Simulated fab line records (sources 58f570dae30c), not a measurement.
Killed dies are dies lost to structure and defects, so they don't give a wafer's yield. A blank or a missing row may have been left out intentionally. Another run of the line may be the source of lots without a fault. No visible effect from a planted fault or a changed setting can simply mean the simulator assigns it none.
What tool caused it? ; flow berkeleyCmos170 ; Sampling: 13 lots, 39 wafers, 6 of 331 route steps

## WHAT EACH GAUGE READ, for each wafer
UCB170_M2_CD_MEAS_15 targets a cd of 700 nm. Usual: 699.6 nm for cdNm, sd 1.3.
lot;measured;on;cdNm (nm);flag
L431;day 8 19:10;cdSem-01;699.1 700.3 697.8;
L432;day 8 19:35;cdSem-01;698.8 698.6 698.6;
L434;day 9 07:34;cdSem-01;702.7 703.0 702.4;
L435;day 9 07:50;cdSem-01;700.5 700.0 701.0;
L438;day 9 18:56;cdSem-02;698.3 698.9 698.5;
L436;day 9 19:17;cdSem-01;701.5 702.1 701.5;
L442;day 11 01:07;cdSem-02;698.5 699.7 700.7;
L445;day 12 00:41;cdSem-01;700.0 700.7 699.5;
L446;day 12 02:29;cdSem-02;698.6 699.6 698.8;
L449;day 12 11:20;cdSem-02;701.9 700.8 700.5;
L448;day 12 12:40;cdSem-01;700.1 701.1 701.6;
L452;day 12 23:17;cdSem-01;701.0 702.6 698.9;
L454;day 13 00:59;cdSem-02;697.4 697.0 698.0;

UCB170_V2_THK_MEAS_04. Usual: V2_POLISHED_THK typically reads 1000.0 nm, with standard deviation 0.96.
lot;measured;on;V2_POLISHED_THK (nm);flag
L431;day 8 20:28;filmMetro-03;999.1 997.9 1000.5;
L432;day 8 20:50;filmMetro-01;1000.4 1000.7 1000.3;
L434;day 9 08:49;filmMetro-03;1001.8 1001.1 1000.6;
L435;day 9 09:22;filmMetro-03;1000.2 1000.8 1000.0;
L438;day 9 20:16;filmMetro-02;999.9 1000.6 1000.5;
L436;day 9 20:30;filmMetro-03;999.8 999.2 999.5;
L442;day 11 02:20;filmMetro-02;1002.1 1000.0 1000.2;
L445;day 12 01:56;filmMetro-01;999.5 1000.5 998.7;
L446;day 12 03:43;filmMetro-01;1000.0 999.5 999.2;
L449;day 12 12:40;filmMetro-03;999.7 999.8 1001.3;
L448;day 12 13:54;filmMetro-02;997.5 1000.2 999.1;
L452;day 13 00:42;filmMetro-02;999.0 1001.4 998.3;
L454;day 13 02:18;filmMetro-03;1000.3 1000.3 999.8;

UCB170_V2_CD_MEAS_90 targets a cd of 700 nm. Usual: 700.3 nm for cdNm, sd 1.3.
lot;measured;on;cdNm (nm);flag
L431;day 8 23:50;cdSem-01;700.3 700.8 700.6;
L432;day 9 00:05;cdSem-01;699.5 700.6 701.1;
L434;day 9 11:40;cdSem-02;697.3 698.0 699.2;
L435;day 9 12:10;cdSem-02;701.4 701.2 699.0;
L438;day 9 21:53;cdSem-02;702.2 701.1 702.1;
L436;day 9 22:10;cdSem-02;701.2 702.7 703.6;
L442;day 11 05:04;cdSem-01;701.1 699.0 698.7;
L445;day 12 03:40;cdSem-02;700.9 706.5 699.7 700.7 706.7 700.3;
L446;day 12 05:35;cdSem-01;702.0 702.6 701.3;
L449;day 12 14:34;cdSem-01;702.9 702.6 701.5;
L448;day 12 16:02;cdSem-01;698.0 700.3 699.6;
L452;day 13 02:28;cdSem-02;701.1 701.9 701.6;
L454;day 13 03:57;cdSem-01;701.1 699.3 701.2;

UCB170_M3_RS_MEAS_02: the measuring method here is four-point-probe. Usual: M3_AL_RS typically reads 0.03229 ohm/sq, with standard deviation 0.00025.
lot;measured;on;M3_AL_RS (ohm/sq);flag
L431;day 9 00:06;filmMetro-02;0.03246 0.03236 0.03215;
L432;day 9 00:23;filmMetro-02;0.03192 0.0317 0.03159;
L434;day 9 11:56;filmMetro-02;0.03256 0.03259 0.03254;
L435;day 9 12:26;filmMetro-01;0.03189 0.03219 0.03209;
L438;day 9 22:10;filmMetro-01;0.0324 0.03214 0.03228;
L436;day 9 22:26;filmMetro-04;0.0322 0.032 0.03221;
L442;day 11 05:20;filmMetro-02;0.03237 0.03255 0.03233;
L445;day 12 08:41;filmMetro-04;0.03205 0.03202 0.03189;
L446;day 12 05:51;filmMetro-02;0.03207 0.03177 0.03215;
L449;day 12 14:50;filmMetro-01;0.03213 0.03228 0.0322;
L448;day 12 16:19;filmMetro-04;0.03218 0.0324 0.03228;
L452;day 13 02:44;filmMetro-02;0.03213 0.03224 0.0324;
L454;day 13 04:13;filmMetro-02;0.03216 0.03244 0.03227;

## WHAT TOOL EACH LOT RAN ON (gives the tool, then ch and the chambers of the sampled wafers, and finally the start)
lot;UCB170_V2_ETCH_14;UCB170_V2_STRIP_15
L431;rieDiel-02 ch 0,1,3, day 8 23:32;plasmaAsher-03 ch 0,1, day 8 23:43
L432;rieDiel-03 ch 0,2, day 8 23:48;plasmaAsher-04 ch 0,1, day 8 23:59
L434;rieDiel-04 ch 1,2,3, day 9 10:52;plasmaAsher-02 ch 0,1, day 9 11:02
L435;rieDiel-03 ch 1,2,3, day 9 11:35;plasmaAsher-03 ch 0,1, day 9 11:46
L438;rieDiel-03 ch 0,1,3, day 9 21:37;plasmaAsher-02 ch 0,1, day 9 21:47
L436;rieDiel-02 ch 0,2,3, day 9 21:50;plasmaAsher-04 ch 0,1, day 9 22:03
L442;rieDiel-02 ch 0,2, day 11 04:45;plasmaAsher-02 ch 0,1, day 11 04:58
L445;rieDiel-03 ch 0,1,2, day 12 03:23;plasmaAsher-02 ch 0,1, day 12 03:34
L446;rieDiel-02 ch 0,1,3, day 12 05:18;plasmaAsher-04 ch 0,1, day 12 05:29
L449;rieDiel-02 ch 0,2, day 12 14:17;plasmaAsher-04 ch 0,1, day 12 14:28
L448;rieDiel-02 ch 0,1,2, day 12 15:46;plasmaAsher-04 ch 0,1, day 12 15:56
L452;rieDiel-04 ch 1,3, day 13 02:10;plasmaAsher-02 ch 0,1, day 13 02:21
L454;rieDiel-04 ch 0,2,3, day 13 03:41;plasmaAsher-02 ch 0,1, day 13 03:51
- UCB170_V2_ETCH_14: etches SiO2 in CHF3/CF4/Ar, stops on Al, target depth 1250 nm, time 291 s.
- UCB170_V2_STRIP_15: strips in O2.

## WHAT THE TOOLS THEMSELVES READ (means of the sampled wafers that have a number; where no wafer has one, the mark that the record gives instead)
UCB170_V2_ETCH_14. Usual: drypumpMotorCurrentA 5.6 A, standard deviation 0.49; oesProductAu 0.875 a.u., standard deviation 0.015; rfFwdPowerW 698.2 W, standard deviation 2.1; throttleValvePct 6.92 %, standard deviation 0.084.
lot;tool;drypumpMotorCurrentA (A);oesProductAu (a.u.);rfFwdPowerW (W);throttleValvePct (%);flag
L431;rieDiel-02;5.2;0.877;699.0;6.89;
L432;rieDiel-03;6.1;0.872;696.0;6.92;
L434;rieDiel-04;5.9;0.862;699.0;6.88;
L435;rieDiel-03;6.0;0.868;697.5;6.95;
L438;rieDiel-03;5.9;0.885;700.0;6.99;
L436;rieDiel-02;5.2;0.891;696.0;6.90;
L442;rieDiel-02;5.3;0.893;698.5;6.86;
L445;rieDiel-03;5.9;0.869;790.7;6.91;OFF
L446;rieDiel-02;5.2;0.875;697.9;6.88;
L449;rieDiel-02;5.3;0.896;699.1;6.93;
L448;rieDiel-02;5.2;0.881;699.4;6.91;
L452;rieDiel-04;6.1;0.872;697.8;6.89;
L454;rieDiel-04;5.5;0.867;697.5;6.86;

UCB170_V2_STRIP_15. Usual: drypumpMotorCurrentA 5.4 A, standard deviation 0.64; oesProductAu 0.724 a.u., standard deviation 0.0043; stripTimeToEndpointS 15.26 s, standard deviation 0.094.
lot;tool;drypumpMotorCurrentA (A);oesProductAu (a.u.);stripTimeToEndpointS (s);flag
L431;plasmaAsher-03;4.9;0.724;15.32;
L432;plasmaAsher-04;5.1;0.726;15.25;
L434;plasmaAsher-02;6.1;0.722;15.16;
L435;plasmaAsher-03;4.8;0.724;15.33;
L438;plasmaAsher-02;6.4;0.722;15.30;
L436;plasmaAsher-04;5.2;0.721;15.42;
L442;plasmaAsher-02;6.4;0.726;15.16;
L445;plasmaAsher-02;6.1;0.722;14.86;OFF
L446;plasmaAsher-04;5.1;0.720;15.25;
L449;plasmaAsher-04;5.1;0.729;15.17;
L448;plasmaAsher-04;5.1;0.726;15.22;
L452;plasmaAsher-02;6.4;0.724;15.26;
L454;plasmaAsher-02;6.1;0.730;15.39;

## THE ANSWER, worked out from the rows above alone
Rule: take the mean of a lot's wafers that have a number; if it is more than 3 standard deviations from the usual mean, the lot is off. Also off: a lot with no number at a reading for which 4 or more lots have one. Any other lot the step has rows for is counted as sound. After the gauges, taken in route order, come the tools' own readings; for these a lot's mean is taken, as printed above. The first step at which some lot is off is used, and at that step the reading that is off furthest; a lot without a number counts as furthest.
Off, at UCB170_V2_ETCH_14 on rfFwdPowerW: L445.
A tool fits if, at that step or a process step before it, it ran every lot that is off, and no sound lot after the first of them. One candidate fits, namely rieDiel-03 at UCB170_V2_ETCH_14. A fault onset in the window from L438 (day 9 21:37, its last sound lot) to L445 (day 12 03:23, its first lot off) fits.
On the lots that are off, the tool's own readings at UCB170_V2_ETCH_14 differ by more than 5 times the standard deviation of the sound lots' means, which bears it out; rfFwdPowerW reads 790.7 W there versus 698.1 W on the sound lots.

## WHAT THE SIMULATOR HAD INSERTED
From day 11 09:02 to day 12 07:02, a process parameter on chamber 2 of rieDiel-03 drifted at UCB170_V2_ETCH_14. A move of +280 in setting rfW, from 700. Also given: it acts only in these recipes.
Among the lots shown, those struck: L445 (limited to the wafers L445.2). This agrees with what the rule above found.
